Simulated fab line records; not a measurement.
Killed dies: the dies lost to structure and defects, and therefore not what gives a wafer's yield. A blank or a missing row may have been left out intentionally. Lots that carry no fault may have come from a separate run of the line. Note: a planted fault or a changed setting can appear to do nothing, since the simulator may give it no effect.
What tool caused it? || flow berkeley cmos170 || 14 lots with 42 wafers sampled at 5 steps, on a route of 331 steps

WHAT THE GAUGES READ, wafer by wafer
UCB170_PVT_TW_MEAS_09. Usual: PVT_TW typically reads 507, with standard deviation 3.8.
{"lot": "L369", "measured": "day 6 18:24", "on": "film metro-04", "PVT_TW": "512 512 512", "flag": ""}
{"lot": "L376", "measured": "day 8 04:36", "on": "film metro-02", "PVT_TW": "503 501 501", "flag": ""}
{"lot": "L373", "measured": "day 8 04:19", "on": "film metro-02", "PVT_TW": "500 500 502", "flag": ""}
{"lot": "L377", "measured": "day 8 04:04", "on": "film metro-01", "PVT_TW": "510 508 508", "flag": ""}
{"lot": "L375", "measured": "day 8 04:19", "on": "film metro-01", "PVT_TW": "509 512 511", "flag": ""}
{"lot": "L378", "measured": "day 8 11:25", "on": "film metro-01", "PVT_TW": "508 508 509", "flag": ""}
{"lot": "L380", "measured": "day 8 23:53", "on": "film metro-04", "PVT_TW": "506 506 507", "flag": ""}
{"lot": "L382", "measured": "day 9 12:19", "on": "film metro-04", "PVT_TW": "510 508 511", "flag": ""}
{"lot": "L383", "measured": "day 9 10:25", "on": "film metro-02", "PVT_TW": "464 465 466", "flag": "OFF"}
{"lot": "L384", "measured": "day 9 11:36", "on": "film metro-04", "PVT_TW": "507 508 508", "flag": ""}
{"lot": "L387", "measured": "day 10 13:55", "on": "film metro-04", "PVT_TW": "468 473 472", "flag": "OFF"}
{"lot": "L389", "measured": "day 11 00:38", "on": "film metro-04", "PVT_TW": "513 508 508", "flag": ""}
{"lot": "L391", "measured": "day 11 08:02", "on": "film metro-01", "PVT_TW": "511 508 509", "flag": ""}
{"lot": "L392", "measured": "day 11 07:28", "on": "film metro-04", "PVT_TW": "511 511 507", "flag": ""}

UCB170_M2_RS_MEAS_02: measurement is done with a four-point probe. Usual: M2_AL_RS typically reads 0.0322 ohm/sq, with standard deviation 0.00041.
{"lot": "L369", "measured": "day 8 14:01", "on": "film metro-02", "M2_AL_RS (ohm/sq)": "0.0328 0.0326 0.0317", "flag": ""}
{"lot": "L376", "measured": "day 10 04:23", "on": "film metro-01", "M2_AL_RS (ohm/sq)": "0.0314 0.0317 0.0316", "flag": ""}
{"lot": "L373", "measured": "day 10 03:35", "on": "film metro-04", "M2_AL_RS (ohm/sq)": "0.0318 0.0319 0.0325", "flag": ""}
{"lot": "L377", "measured": "day 10 03:29", "on": "film metro-02", "M2_AL_RS (ohm/sq)": "0.0319 0.0325 0.0319", "flag": ""}
{"lot": "L375", "measured": "day 10 03:19", "on": "film metro-01", "M2_AL_RS (ohm/sq)": "0.0324 0.0319 0.0324", "flag": ""}
{"lot": "L378", "measured": "day 10 08:04", "on": "film metro-01", "M2_AL_RS (ohm/sq)": "0.0324 0.0325 0.0324", "flag": ""}
{"lot": "L380", "measured": "day 10 22:02", "on": "film metro-02", "M2_AL_RS (ohm/sq)": "0.0322 0.0328 0.0323", "flag": ""}
{"lot": "L382", "measured": "day 11 15:19", "on": "film metro-02", "M2_AL_RS (ohm/sq)": "0.0316 0.0320 0.0321", "flag": ""}
{"lot": "L383", "measured": "day 11 14:57", "on": "film metro-04", "M2_AL_RS (ohm/sq)": "0.0318 0.0324 0.0328", "flag": ""}
{"lot": "L384", "measured": "day 11 15:50", "on": "film metro-01", "M2_AL_RS (ohm/sq)": "0.0324 0.0327 0.0323", "flag": ""}
{"lot": "L387", "measured": "day 12 08:29", "on": "film metro-02", "M2_AL_RS (ohm/sq)": "0.0324 0.0323 0.0328", "flag": ""}
{"lot": "L389", "measured": "day 12 19:24", "on": "film metro-01", "M2_AL_RS (ohm/sq)": "0.0324 0.0326 0.0322", "flag": ""}
{"lot": "L391", "measured": "day 13 07:44", "on": "film metro-01", "M2_AL_RS (ohm/sq)": "0.0321 0.0323 0.0322", "flag": ""}
{"lot": "L392", "measured": "day 13 03:04", "on": "film metro-04", "M2_AL_RS (ohm/sq)": "0.0324 0.0325 0.0320", "flag": ""}

UCB170_V2_OVL_MEAS_13. Usual: V2_OVL typically reads 0 nm, with standard deviation 7.
{"lot": "L369", "measured": "day 8 18:41", "on": "overlay-02", "V2_OVL (nm)": "-5 -5 -4", "flag": ""}
{"lot": "L376", "measured": "day 10 10:32", "on": "overlay-01", "V2_OVL (nm)": "5 8 9", "flag": ""}
{"lot": "L373", "measured": "day 10 09:48", "on": "overlay-01", "V2_OVL (nm)": "10 6 15", "flag": ""}
{"lot": "L377", "measured": "day 10 09:32", "on": "overlay-01", "V2_OVL (nm)": "-15 -18 -14", "flag": ""}
{"lot": "L375", "measured": "day 10 09:17", "on": "overlay-02", "V2_OVL (nm)": "8 7 8", "flag": ""}
{"lot": "L378", "measured": "day 10 12:48", "on": "overlay-02", "V2_OVL (nm)": "-3 -8 -7", "flag": ""}
{"lot": "L380", "measured": "day 11 06:08", "on": "overlay-01", "V2_OVL (nm)": "-3 -3 -4", "flag": ""}
{"lot": "L382", "measured": "day 11 20:07", "on": "overlay-01", "V2_OVL (nm)": "13 7 8", "flag": ""}
{"lot": "L383", "measured": "day 11 19:49", "on": "overlay-02", "V2_OVL (nm)": "1 -4 1", "flag": ""}
{"lot": "L384", "measured": "day 11 20:35", "on": "overlay-02", "V2_OVL (nm)": "5 0 6", "flag": ""}
{"lot": "L387", "measured": "day 12 13:47", "on": "overlay-01", "V2_OVL (nm)": "-10 -10 -10", "flag": ""}
{"lot": "L389", "measured": "day 12 23:44", "on": "overlay-01", "V2_OVL (nm)": "-5 -7 -7", "flag": ""}
{"lot": "L391", "measured": "day 13 12:59", "on": "overlay-02", "V2_OVL (nm)": "7 6 5", "flag": ""}
{"lot": "L392", "measured": "day 13 08:55", "on": "overlay-02", "V2_OVL (nm)": "-5 -3 -14", "flag": ""}

EACH LOT AND THE TOOL THAT RAN IT (in order: tool; ch and the chambers of the sampled wafers; start)
{"lot": "L369", "UCB170_ACTIVE_ETCH_15": "rie diel-02 ch 1,2,3, day 4 20:39", "UCB170_PVT_IMPLANT_07": "implanter-04 ch 0, day 6 18:11"}
{"lot": "L376", "UCB170_ACTIVE_ETCH_15": "rie diel-02 ch 0,2, day 6 08:45", "UCB170_PVT_IMPLANT_07": "implanter-02 ch 0, day 8 04:22"}
{"lot": "L373", "UCB170_ACTIVE_ETCH_15": "rie diel-04 ch 0,3, day 6 09:18", "UCB170_PVT_IMPLANT_07": "implanter-03 ch 0, day 8 04:05"}
{"lot": "L377", "UCB170_ACTIVE_ETCH_15": "rie diel-01 ch 0,1, day 6 09:35", "UCB170_PVT_IMPLANT_07": "implanter-03 ch 0, day 8 03:50"}
{"lot": "L375", "UCB170_ACTIVE_ETCH_15": "rie diel-04 ch 0,1, day 6 13:21", "UCB170_PVT_IMPLANT_07": "implanter-04 ch 0, day 8 04:04"}
{"lot": "L378", "UCB170_ACTIVE_ETCH_15": "rie diel-04 ch 0,1,2, day 6 21:25", "UCB170_PVT_IMPLANT_07": "implanter-03 ch 0, day 8 11:10"}
{"lot": "L380", "UCB170_ACTIVE_ETCH_15": "rie diel-02 ch 1,2, day 7 05:32", "UCB170_PVT_IMPLANT_07": "implanter-04 ch 0, day 8 23:39"}
{"lot": "L382", "UCB170_ACTIVE_ETCH_15": "rie diel-01 ch 2,3, day 7 16:58", "UCB170_PVT_IMPLANT_07": "implanter-03 ch 0, day 9 12:04"}
{"lot": "L383", "UCB170_ACTIVE_ETCH_15": "rie diel-02 ch 0,1,3, day 7 17:20", "UCB170_PVT_IMPLANT_07": "implanter-04 ch 0, day 9 10:10"}
{"lot": "L384", "UCB170_ACTIVE_ETCH_15": "rie diel-04 ch 0,1,2, day 7 17:36", "UCB170_PVT_IMPLANT_07": "implanter-02 ch 0, day 9 11:23"}
{"lot": "L387", "UCB170_ACTIVE_ETCH_15": "rie diel-04 ch 0,2,3, day 8 16:59", "UCB170_PVT_IMPLANT_07": "implanter-04 ch 0, day 10 13:41"}
{"lot": "L389", "UCB170_ACTIVE_ETCH_15": "rie diel-04 ch 0,1,3, day 9 06:25", "UCB170_PVT_IMPLANT_07": "implanter-02 ch 0, day 11 00:23"}
{"lot": "L391", "UCB170_ACTIVE_ETCH_15": "rie diel-04 ch 0,3, day 9 14:16", "UCB170_PVT_IMPLANT_07": "implanter-02 ch 0, day 11 07:48"}
{"lot": "L392", "UCB170_ACTIVE_ETCH_15": "rie diel-01 ch 0,2,3, day 9 14:28", "UCB170_PVT_IMPLANT_07": "implanter-03 ch 0, day 11 07:13"}
- UCB170_ACTIVE_ETCH_15: etches Si3N4 in CH3F/Ar/O2, stops on SiO2, target depth 242 nm, time 151 s.
- UCB170_PVT_IMPLANT_07

AS READ BY THE TOOLS THEMSELVES (means over the sampled wafers that have a number; for cases with no such wafer, the mark the record gives instead)
UCB170_ACTIVE_ETCH_15. Usual: drypump motor current A 5.7 A, standard deviation 0.37; oes product au 0.942 a.u., standard deviation 0.013; throttle valve pct 8.02 %, standard deviation 0.13.
{"lot": "L369", "tool": "rie diel-02", "drypump motor current A (A)": 5.7, "oes product au (a.u.)": 0.939, "throttle valve pct (%)": 8.06, "flag": ""}
{"lot": "L376", "tool": "rie diel-02", "drypump motor current A (A)": 5.8, "oes product au (a.u.)": 0.936, "throttle valve pct (%)": 8.15, "flag": ""}
{"lot": "L373", "tool": "rie diel-04", "drypump motor current A (A)": 5.9, "oes product au (a.u.)": 0.934, "throttle valve pct (%)": 7.92, "flag": ""}
{"lot": "L377", "tool": "rie diel-01", "drypump motor current A (A)": 5.5, "oes product au (a.u.)": 0.947, "throttle valve pct (%)": 7.89, "flag": ""}
{"lot": "L375", "tool": "rie diel-04", "drypump motor current A (A)": 6.1, "oes product au (a.u.)": 0.941, "throttle valve pct (%)": 7.87, "flag": ""}
{"lot": "L378", "tool": "rie diel-04", "drypump motor current A (A)": 5.6, "oes product au (a.u.)": 0.930, "throttle valve pct (%)": 7.92, "flag": ""}
{"lot": "L380", "tool": "rie diel-02", "drypump motor current A (A)": 5.6, "oes product au (a.u.)": 0.950, "throttle valve pct (%)": 8.00, "flag": ""}
{"lot": "L382", "tool": "rie diel-01", "drypump motor current A (A)": 5.7, "oes product au (a.u.)": 0.940, "throttle valve pct (%)": 8.17, "flag": ""}
{"lot": "L383", "tool": "rie diel-02", "drypump motor current A (A)": 5.9, "oes product au (a.u.)": 0.947, "throttle valve pct (%)": 8.09, "flag": ""}
{"lot": "L384", "tool": "rie diel-04", "drypump motor current A (A)": 5.6, "oes product au (a.u.)": 0.942, "throttle valve pct (%)": 7.91, "flag": ""}
{"lot": "L387", "tool": "rie diel-04", "drypump motor current A (A)": 5.5, "oes product au (a.u.)": 0.932, "throttle valve pct (%)": 7.94, "flag": ""}
{"lot": "L389", "tool": "rie diel-04", "drypump motor current A (A)": 6.0, "oes product au (a.u.)": 0.938, "throttle valve pct (%)": 7.91, "flag": ""}
{"lot": "L391", "tool": "rie diel-04", "drypump motor current A (A)": 5.9, "oes product au (a.u.)": 0.937, "throttle valve pct (%)": 7.94, "flag": ""}
{"lot": "L392", "tool": "rie diel-01", "drypump motor current A (A)": 5.6, "oes product au (a.u.)": 0.948, "throttle valve pct (%)": 8.09, "flag": ""}

UCB170_PVT_IMPLANT_07. Usual: dose ions cm2 2.0002e+12, standard deviation 2.2e+09; faraday current uA 6.35, standard deviation 0.12.
{"lot": "L369", "tool": "implanter-04", "dose ions cm2": 2.0010e+12, "faraday current uA": 6.18, "flag": ""}
{"lot": "L376", "tool": "implanter-02", "dose ions cm2": 1.9991e+12, "faraday current uA": 6.26, "flag": ""}
{"lot": "L373", "tool": "implanter-03", "dose ions cm2": 1.9984e+12, "faraday current uA": 6.49, "flag": ""}
{"lot": "L377", "tool": "implanter-03", "dose ions cm2": 2.0008e+12, "faraday current uA": 6.33, "flag": ""}
{"lot": "L375", "tool": "implanter-04", "dose ions cm2": 2.0012e+12, "faraday current uA": 6.38, "flag": ""}
{"lot": "L378", "tool": "implanter-03", "dose ions cm2": 2.0019e+12, "faraday current uA": 6.35, "flag": ""}
{"lot": "L380", "tool": "implanter-04", "dose ions cm2": 2.0006e+12, "faraday current uA": 6.46, "flag": ""}
{"lot": "L382", "tool": "implanter-03", "dose ions cm2": 1.9978e+12, "faraday current uA": 6.20, "flag": ""}
{"lot": "L383", "tool": "implanter-04", "dose ions cm2": 1.5635e+12, "faraday current uA": 5.03, "flag": "OFF"}
{"lot": "L384", "tool": "implanter-02", "dose ions cm2": 2.0026e+12, "faraday current uA": 6.39, "flag": ""}
{"lot": "L387", "tool": "implanter-04", "dose ions cm2": 1.5605e+12, "faraday current uA": 5.01, "flag": "OFF"}
{"lot": "L389", "tool": "implanter-02", "dose ions cm2": 1.9988e+12, "faraday current uA": 6.47, "flag": ""}
{"lot": "L391", "tool": "implanter-02", "dose ions cm2": 1.9995e+12, "faraday current uA": 6.33, "flag": ""}
{"lot": "L392", "tool": "implanter-03", "dose ions cm2": 2.0006e+12, "faraday current uA": 6.39, "flag": ""}

THE ANSWER, worked out from the rows above alone
Rule: take the mean of a lot's wafers that have a number; if it is more than 3 standard deviations from the usual mean, the lot is off. A lot without any number at a reading at which 4 lots or more have one is off too. Any other lot the step has rows for is counted as sound. Order of review: gauges by route order, followed by the tools' own readings, for which a lot's mean as printed above is used. At the first step where some lot is off, the reading lying furthest off is the one used; lots without a number count as furthest.
Off: at UCB170_PVT_TW_MEAS_09 (PVT_TW), L383, L387.
A tool fits if, at a process step before that reading, it ran every lot that is off, and no sound lot after the first of them. The gauges at UCB170_PVT_TW_MEAS_09 aren't tried: what is off there is off at UCB170_PVT_IMPLANT_07 too, on other tools, and a gauge's error can't cause that. One fits: UCB170_PVT_IMPLANT_07 on implanter-04. Its last sound lot is L380 (day 8 23:39), its first lot that is off L383 (day 9 10:10): a fault that began between those two fits.
The tool's own readings at UCB170_PVT_IMPLANT_07 bear it out: on the lots that are off they differ by more than 5 times the standard deviation of the sound lots' means. dose ions cm2 reads 1.5620e+12 there against 2.0002e+12 on the sound lots; faraday current uA reads 5.02 there against 6.35 on the sound lots.

WHAT THE SIMULATOR HAD INSERTED
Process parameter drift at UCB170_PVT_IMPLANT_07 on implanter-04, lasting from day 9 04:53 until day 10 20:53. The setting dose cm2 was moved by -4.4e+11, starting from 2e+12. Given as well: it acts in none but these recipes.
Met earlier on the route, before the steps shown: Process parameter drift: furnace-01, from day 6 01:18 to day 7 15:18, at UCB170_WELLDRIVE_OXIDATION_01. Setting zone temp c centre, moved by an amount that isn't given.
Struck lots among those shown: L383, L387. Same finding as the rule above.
